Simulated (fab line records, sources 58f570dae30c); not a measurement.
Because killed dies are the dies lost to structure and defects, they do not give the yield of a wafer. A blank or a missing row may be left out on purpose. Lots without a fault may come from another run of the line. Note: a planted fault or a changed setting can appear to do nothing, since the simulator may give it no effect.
Chamber matching ; flow berkeleyCmos170 ; UCB170_SPACER_CVD_00 on pecvd-02 has 3 sister chambers
The step deposits SiO2 from TEOS/O2, target thk 376 nm, time 47 s. 14 wafers are shown with their chamber, then 7 later ones without.

WAFERS, EACH WITH ITS CHAMBER
wafer;chamber;heaterPowerW (W)
L198.1;1;260
L198.4;2;191
L198.6;0;228
L199.1;2;253
L199.4;0;210
L199.5;1;289
L201.1;1;276
L201.2;2;226
L201.5;0;298
L203.1;1;288
L203.5;0;255
L203.6;1;201
L206.3;1;227
L206.4;2;260

SIGNATURES (means of the wafers above)
reading;chamber 0;chamber 1;chamber 2;scatter within a chamber
heaterPowerW;247.75;256.83;232.50;35.3
Rule: a wafer lies at a distance from a chamber equal to the root of the sum of squares, over the readings, of (its reading less the chamber's mean, divided by the reading's scatter). The wafer belongs to the nearest chamber; if the next one is less than 2 further off, it can't be placed. How the scatter is found: for the shown wafers, subtract from each reading the mean of its chamber, square and add these, divide the total by (wafers less chambers), then take the root.

WAFERS MISSING THEIR CHAMBER
wafer;heaterPowerW (W)
L206.6;245
L210.3;279
L210.4;287
L210.6;249
L211.2;299
L211.3;213
L211.5;211

EACH ONE'S CHAMBER
wafer;from the rows above;in truth
L206.6;can't be placed: 0 or 1 or 2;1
L210.3;can't be placed: 1 or 0 or 2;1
L210.4;can't be placed: 1 or 0 or 2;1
L210.6;can't be placed: 0 or 1 or 2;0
L211.2;can't be placed: 1 or 0 or 2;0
L211.3;can't be placed: 2 or 0 or 1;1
L211.5;can't be placed: 2 or 0 or 1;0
Correctly placed: 0 of 7. Can't be placed from these rows: 7 (the true chamber is among the candidates in 7). Wrongly placed: 0.
